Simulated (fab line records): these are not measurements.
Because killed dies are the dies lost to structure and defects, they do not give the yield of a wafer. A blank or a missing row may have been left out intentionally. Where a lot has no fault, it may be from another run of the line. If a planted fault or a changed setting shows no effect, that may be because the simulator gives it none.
Which tool is to blame? || flow berkeley cmos170 || 13 lots, 39 wafers sampled, at 4 steps of a route of 331

## WHAT THE GAUGES READ, wafer by wafer
UCB170_NLDD_OVL_MEAS_07. Usual: NLDD_OVL typically reads -2 nm, with standard deviation 5.
{"lot": "L251", "measured": "day 8 01:20", "on": "overlay-01", "NLDD_OVL (nm)": "-8 3 -2", "flag": ""}
{"lot": "L255", "measured": "day 8 18:03", "on": "overlay-02", "NLDD_OVL (nm)": "4 2 6", "flag": ""}
{"lot": "L254", "measured": "day 8 18:19", "on": "overlay-02", "NLDD_OVL (nm)": "-1 -1 -5", "flag": ""}
{"lot": "L256", "measured": "day 9 14:22", "on": "overlay-01", "NLDD_OVL (nm)": "0 -4 -3", "flag": ""}
{"lot": "L257", "measured": "day 9 14:29", "on": "overlay-01", "NLDD_OVL (nm)": "3 4 3", "flag": ""}
{"lot": "L259", "measured": "day 9 14:06", "on": "overlay-01", "NLDD_OVL (nm)": "0 -7 -4", "flag": ""}
{"lot": "L262", "measured": "day 10 09:26", "on": "overlay-02", "NLDD_OVL (nm)": "-9 -7 -8", "flag": ""}
{"lot": "L264", "measured": "day 10 07:59", "on": "overlay-02", "NLDD_OVL (nm)": "2 1 3", "flag": ""}
{"lot": "L265", "measured": "day 10 10:08", "on": "overlay-02", "NLDD_OVL (nm)": "-1 -11 -8", "flag": ""}
{"lot": "L268", "measured": "day 10 22:39", "on": "overlay-01", "NLDD_OVL (nm)": "3 7 1", "flag": ""}
{"lot": "L270", "measured": "day 11 00:22", "on": "overlay-02", "NLDD_OVL (nm)": "1 2 0", "flag": ""}
{"lot": "L271", "measured": "day 10 23:52", "on": "overlay-01", "NLDD_OVL (nm)": "-6 0 -6", "flag": ""}
{"lot": "L274", "measured": "day 12 01:52", "on": "overlay-02", "NLDD_OVL (nm)": "0 -5 6", "flag": ""}

UCB170_SDANNEAL_RS_MEAS_03: uses a four-point probe to measure. Usual: NSD_RS typically reads 37.25 ohm/sq, with standard deviation 0.087.
{"lot": "L251", "measured": "day 8 13:47", "on": "film metro-03", "NSD_RS (ohm/sq)": "37.11 37.20 37.22", "flag": ""}
{"lot": "L255", "measured": "day 9 07:08", "on": "film metro-02", "NSD_RS (ohm/sq)": "37.40 37.34 37.35", "flag": ""}
{"lot": "L254", "measured": "day 9 07:14", "on": "film metro-03", "NSD_RS (ohm/sq)": "37.18 37.23 37.15", "flag": ""}
{"lot": "L256", "measured": "day 10 05:35", "on": "film metro-01", "NSD_RS (ohm/sq)": "37.28 37.25 37.27", "flag": ""}
{"lot": "L257", "measured": "day 10 05:53", "on": "film metro-02", "NSD_RS (ohm/sq)": "37.23 37.11 37.10", "flag": ""}
{"lot": "L259", "measured": "day 10 04:13", "on": "film metro-02", "NSD_RS (ohm/sq)": "37.22 37.24 37.33", "flag": ""}
{"lot": "L262", "measured": "day 10 21:16", "on": "film metro-02", "NSD_RS (ohm/sq)": "37.33 37.27 37.34", "flag": ""}
{"lot": "L264", "measured": "day 10 20:38", "on": "film metro-02", "NSD_RS (ohm/sq)": "37.23 37.20 37.20", "flag": ""}
{"lot": "L265", "measured": "day 10 22:37", "on": "film metro-01", "NSD_RS (ohm/sq)": "37.11 37.30 37.32", "flag": ""}
{"lot": "L268", "measured": "day 11 09:56", "on": "film metro-01", "NSD_RS (ohm/sq)": "37.22 37.18 37.20", "flag": ""}
{"lot": "L270", "measured": "day 11 10:30", "on": "film metro-01", "NSD_RS (ohm/sq)": "37.32 37.18 37.31", "flag": ""}
{"lot": "L271", "measured": "day 11 10:29", "on": "film metro-03", "NSD_RS (ohm/sq)": "37.21 37.11 37.21", "flag": ""}
{"lot": "L274", "measured": "day 12 12:21", "on": "film metro-02", "NSD_RS (ohm/sq)": "37.41 37.39 37.43", "flag": ""}

UCB170_V1_CD_MEAS_12: target cd 700 nm. Usual: cd nm 700.2 nm, standard deviation 1.5.
{"lot": "L251", "measured": "day 9 01:34", "on": "cd sem-02", "cd nm (nm)": "701.6 702.4 701.5", "flag": ""}
{"lot": "L255", "measured": "day 9 21:50", "on": "cd sem-02", "cd nm (nm)": "699.1 698.0 696.8", "flag": ""}
{"lot": "L254", "measured": "day 9 21:40", "on": "cd sem-02", "cd nm (nm)": "697.4 700.5 697.9", "flag": ""}
{"lot": "L256", "measured": "day 10 19:27", "on": "cd sem-02", "cd nm (nm)": "700.5 699.5 700.6", "flag": ""}
{"lot": "L257", "measured": "day 10 22:44", "on": "cd sem-02", "cd nm (nm)": "699.2 699.5 699.5", "flag": ""}
{"lot": "L259", "measured": "day 10 21:22", "on": "cd sem-02", "cd nm (nm)": "699.1 700.5 699.3", "flag": ""}
{"lot": "L262", "measured": "day 11 11:23", "on": "cd sem-02", "cd nm (nm)": "699.5 700.6 700.1", "flag": ""}
{"lot": "L264", "measured": "day 11 12:32", "on": "cd sem-02", "cd nm (nm)": "700.8 702.2 700.9", "flag": ""}
{"lot": "L265", "measured": "day 11 16:40", "on": "cd sem-01", "cd nm (nm)": "700.7 698.5 699.1", "flag": ""}
{"lot": "L268", "measured": "day 12 00:46", "on": "cd sem-01", "cd nm (nm)": "700.1 702.4 700.9", "flag": ""}
{"lot": "L270", "measured": "day 12 21:51", "on": "cd sem-01", "cd nm (nm)": "700.0 700.8 700.6", "flag": ""}
{"lot": "L271", "measured": "day 12 20:57", "on": "cd sem-01", "cd nm (nm)": "701.0 700.3 701.3", "flag": ""}
{"lot": "L274", "measured": "day 13 01:31", "on": "cd sem-01", "cd nm (nm)": "701.1 701.1 700.2", "flag": ""}

## TOOL THAT RAN EACH LOT (tool first, then ch and the chambers of the sampled wafers, then the start)
{"lot": "L251", "UCB170_NWELL_WET_ETCH_18": "wet bench-04 ch 1, day 2 16:38"}
{"lot": "L255", "UCB170_NWELL_WET_ETCH_18": "wet bench-04 ch 1, day 3 16:04"}
{"lot": "L254", "UCB170_NWELL_WET_ETCH_18": "wet bench-01 ch 3, day 3 16:19"}
{"lot": "L256", "UCB170_NWELL_WET_ETCH_18": "wet bench-04 ch 2, day 4 00:58"}
{"lot": "L257", "UCB170_NWELL_WET_ETCH_18": "wet bench-01 ch 0, day 4 01:31"}
{"lot": "L259", "UCB170_NWELL_WET_ETCH_18": "wet bench-02 ch 3, day 4 13:23"}
{"lot": "L262", "UCB170_NWELL_WET_ETCH_18": "wet bench-01 ch 1, day 5 15:07"}
{"lot": "L264", "UCB170_NWELL_WET_ETCH_18": "wet bench-04 ch 1, day 5 20:07"}
{"lot": "L265", "UCB170_NWELL_WET_ETCH_18": "wet bench-02 ch 2, day 5 20:40"}
{"lot": "L268", "UCB170_NWELL_WET_ETCH_18": "wet bench-02 ch 3, day 6 03:49"}
{"lot": "L270", "UCB170_NWELL_WET_ETCH_18": "wet bench-02 ch 0, day 6 08:53"}
{"lot": "L271", "UCB170_NWELL_WET_ETCH_18": "wet bench-02 ch 0, day 6 14:21"}
{"lot": "L274", "UCB170_NWELL_WET_ETCH_18": "wet bench-01 ch 3, day 7 08:22"}
- UCB170_NWELL_WET_ETCH_18: etches Si3N4 in H3PO4, time 14400 s.

## WHAT THE TOOLS THEMSELVES READ (means of the sampled wafers that have a number; where no wafer has one, the mark that the record gives instead)
The record holds no such reading with a usual standard deviation.

## THE ANSWER, worked out from the rows above alone
Rule: a lot counts as off when the mean over its wafers that have a number is more than 3 standard deviations away from the usual mean. Also off: a lot with no number at a reading for which 4 or more lots have one. All remaining lots with rows at the step are treated as sound. Order of review: gauges by route order, followed by the tools' own readings, for which a lot's mean as printed above is used. The first step at which some lot is off is used, and at that step the reading that is off furthest; a lot without a number counts as furthest.
No lot is off at any reading shown: from this, nothing can be told.

## WHAT WAS PUT IN BY THE SIMULATOR
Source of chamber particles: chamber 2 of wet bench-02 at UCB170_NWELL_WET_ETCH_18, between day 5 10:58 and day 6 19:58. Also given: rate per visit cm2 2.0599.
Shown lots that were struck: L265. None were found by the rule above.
